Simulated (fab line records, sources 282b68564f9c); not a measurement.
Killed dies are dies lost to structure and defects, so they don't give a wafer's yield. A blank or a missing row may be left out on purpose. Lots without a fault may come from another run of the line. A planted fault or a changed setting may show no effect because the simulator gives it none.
A struck lot beside a sound one | flow rit_cmos | 15 steps out of a route of 202
Sound: wafers L881.3, L881.4, L881.5. Struck: wafers L888.2, L888.4, L888.5. The cause comes at the end.
At each step with rows: each side's tool, then ch and its chambers, then its first start. Under that, the readings that differ: sound wafers | struck wafers | difference of the means | sigmas: that difference in standard deviations of wafers without a fault.
alike: readings whose means differ by less than 2 such deviations, and words and numbers that are the same on both sides. not compared: withheld readings, readings that some wafer has no value for, bounds like >300 that may hide the same value, and numbers for which the record gives no deviation and whose values overlap.
The two part at a step that has a row with sigmas, a row that says differs or no value, or rows on one side only. Numbers that don't overlap but have no deviation are shown without sigmas and don't part them. A reading that every wafer of one side lacks parts them only if that side has two wafers or more.

RIT_GATE_THK_MEAS_07:
  sound on film_metro-03, day 2 18:19; struck on film_metro-04, day 4 07:42
  alike: GATE_OXIDE_THK
then, 1 step without rows for these wafers: RIT_GATE_CVD_08 (deposits poly-Si from SiH4, target thk 250 nm, time 2220 s).
RIT_GATE_THK_MEAS_09:
  sound on film_metro-01, day 2 20:00; struck on film_metro-04, day 4 10:17
  alike: GATE_POLY_THK
then, 6 steps without rows for these wafers: RIT_GATE_HMDS_10 (prime time 60 s); RIT_GATE_COAT_11 (resist thk 850 nm); RIT_GATE_SOFTBAKE_12 (time 60 s); RIT_GATE_EXPOSE_13 (exposes mask M6, target cd 150 nm); RIT_GATE_PEB_14; RIT_GATE_DEVELOP_15 (develop time 50 s).
RIT_GATE_CD_MEAS_16: target cd 150 nm.
  sound on cd_sem-01, day 2 21:03; struck on cd_sem-01, day 4 11:12
  alike: cd_nm
RIT_GATE_OVL_MEAS_17:
  sound on overlay-01, day 2 21:09; struck on overlay-01, day 4 11:19
  alike: GATE_OVL
then, 1 step without rows for these wafers: RIT_GATE_HARDBAKE_18 (time 60 s).
RIT_GATE_ETCH_19: etches poly-Si in SF6/CHF3/O2, stops on SiO2, time 172.7 s, target depth 312.5 nm.
  sound on rie_si-01 ch 1,2,3, day 2 21:19; struck on rie_si-02 ch 0,1,3, day 4 11:29
  reading                                   | sound             | struck                     | difference | sigmas
  oes_product_au (a.u.)                     | 0.848 0.851 0.856 | 0.940 0.964 0.954          | +0.101     | +9
  over_etch_frac                            | 0.25 0.25 0.25    | 0.054484 0.054484 0.054484 | -0.195516  |
  model.NOVOLAK_of_GATE_COAT_11.thk_nm (nm) | 666.4 667.9 664.3 | 676.3 682.5 678.3          | +12.8      |
  alike: drypump_motor_current_A, throttle_valve_pct
  not compared: rf_hours_counter_h
RIT_GATE_STRIP_20: strips in O2, time 180 s.
  sound on plasma_asher-04 ch 0,1, day 2 21:29; struck on plasma_asher-01 ch 0,1, day 4 11:36
  alike: drypump_motor_current_A
  not compared: rf_hours_counter_h
RIT_M1_PROBE_99:
  sound on prober-01, day 3 19:00; struck on prober-02, day 5 07:16
  reading                                          | sound                | struck             | difference | sigmas
  model.etest.poly_comb_over_steps.leak_log10_a_um | -12.66 -12.73 -12.74 | -11.5 -4.576 -8.18 | +4.6       |
  alike: killed_at_front_end, killed_dies, killed_open, killed_short

WHERE THEY PART
Only at RIT_GATE_ETCH_19, within this record. Later steps at which nothing parts them and some readings are alike: RIT_GATE_STRIP_20, RIT_M1_PROBE_99.

WHY: what the simulator had put in
Process parameter drift: rie_si-02, from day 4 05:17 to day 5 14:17, at RIT_GATE_ETCH_19. Setting over_etch_frac, moved by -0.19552, from 0.25.
